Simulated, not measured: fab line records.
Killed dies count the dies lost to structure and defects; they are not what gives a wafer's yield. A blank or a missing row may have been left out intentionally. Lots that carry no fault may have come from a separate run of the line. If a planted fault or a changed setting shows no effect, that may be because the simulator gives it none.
Which tool is to blame?    flow ritCmos    13 lots, 39 wafers sampled, at 2 steps of a route of 202

== WHAT THE GAUGES READ, wafer by wafer ==
The record holds no reading of a measuring or inspecting step that can be judged against a usual standard deviation.

== WHAT TOOL EACH LOT RAN ON (gives the tool, then ch and the chambers of the sampled wafers, and finally the start) ==
lot   RIT_CONTACT_SOFTBAKE_04          RIT_M1_PROBE_99
L121  lithoTrack-04 ch 0, day 3 02:17  -
L122  lithoTrack-04 ch 0, day 3 08:29  -
L123  lithoTrack-02 ch 0, day 3 13:22  -
L130  lithoTrack-04 ch 0, day 4 23:49  prober-01, day 5 05:56
L131  lithoTrack-04 ch 0, day 5 04:32  prober-02, day 5 10:42
L134  lithoTrack-02 ch 0, day 5 19:49  prober-01, day 6 01:55
L135  lithoTrack-02 ch 0, day 6 01:25  -
L137  lithoTrack-02 ch 0, day 6 11:06  -
L138  lithoTrack-03 ch 0, day 6 15:18  -
L139  lithoTrack-03 ch 0, day 6 20:50  prober-02, day 7 03:10
L141  lithoTrack-03 ch 0, day 7 07:28  prober-02, day 7 14:29
L142  lithoTrack-03 ch 0, day 7 11:35  prober-01, day 7 17:37
L143  lithoTrack-02 ch 0, day 7 16:26  prober-02, day 7 22:31
- RIT_CONTACT_SOFTBAKE_04: time 60 s.
- RIT_M1_PROBE_99

== AS READ BY THE TOOLS THEMSELVES (means over the sampled wafers that have a number; for cases with no such wafer, the mark the record gives instead) ==
RIT_CONTACT_SOFTBAKE_04.
lot   tool           heaterPowerTotalW (W)  plateTempC (C)  resistLineTempC (C)
L121  lithoTrack-04  34.53                  89.98           22.98
L122  lithoTrack-04  34.58                  89.93           22.91
L123  lithoTrack-02  34.54                  90.01           22.97
L130  lithoTrack-04  36.38                  93.20           22.98
L131  lithoTrack-04  36.37                  93.30           23.11
L134  lithoTrack-02  34.52                  89.97           23.01
L135  lithoTrack-02  34.60                  90.03           23.05
L137  lithoTrack-02  34.58                  89.86           22.90
L138  lithoTrack-03  34.57                  90.07           23.10
L139  lithoTrack-03  34.54                  89.95           22.87
L141  lithoTrack-03  34.60                  89.94           22.95
L142  lithoTrack-03  34.51                  90.05           22.98
L143  lithoTrack-02  34.56                  90.17           22.99

RIT_M1_PROBE_99.
lot   tool       killedAtContacts  killedAtFrontEnd  killedDies  killedOpen  killedShort
L130  prober-01  0.7               6                 7           4.3         2.3
L131  prober-02  0.0               9                 9           3.0         5.7
L134  prober-01  0.0               10                10          4.7         5.0
L139  prober-02  0.0               7                 7           4.3         2.7
L141  prober-02  0.0               10                10          4.0         5.7
L142  prober-01  0.0               8                 8           3.7         4.3
L143  prober-02  0.0               7                 7           2.7         4.0

== THE ANSWER, worked out from the rows above alone ==
Rule: usual is defined by the lots themselves. Put in order of their means at a reading, lots are off if they are a third of the lots or fewer, leave a main group of 4 or more, and stand apart from it by a gap of 3 or more times the standard deviation of the main group's means; of several such gaps the widest counts. A main group is skipped when, at the precision printed for the reading in the tables above, its means are all equal. A lot without any number at a reading at which 4 lots or more have one is off too. Where the step has rows for the other lots, those lots are counted as sound. Order of review: gauges by route order, followed by the tools' own readings, for which a lot's mean as printed above is used. At the first step where some lot is off, the reading lying furthest off is the one used; lots without a number count as furthest.
Off: L130, L131, at RIT_CONTACT_SOFTBAKE_04 (heaterPowerTotalW). Main group: mean 34.56 W, sd 0.03.
A tool fits if, at that step or a process step before it, it ran every lot that is off, and no sound lot after the first of them. One fits: RIT_CONTACT_SOFTBAKE_04 on lithoTrack-04. Its last sound lot is L122 (day 3 08:29), its first lot that is off L130 (day 4 23:49): a fault that began between those two fits.
The tool's own readings at RIT_CONTACT_SOFTBAKE_04 bear it out: on the lots that are off they differ by more than 5 times the standard deviation of the sound lots' means. heaterPowerTotalW reads 36.38 W there against 34.56 W on the sound lots; plateTempC reads 93.25 C there against 90.00 C on the sound lots.

== WHAT THE SIMULATOR PUT IN ==
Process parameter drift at RIT_CONTACT_SOFTBAKE_04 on lithoTrack-04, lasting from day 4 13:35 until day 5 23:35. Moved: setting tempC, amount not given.
Struck lots among those shown: L130, L131. Same finding as the rule above.
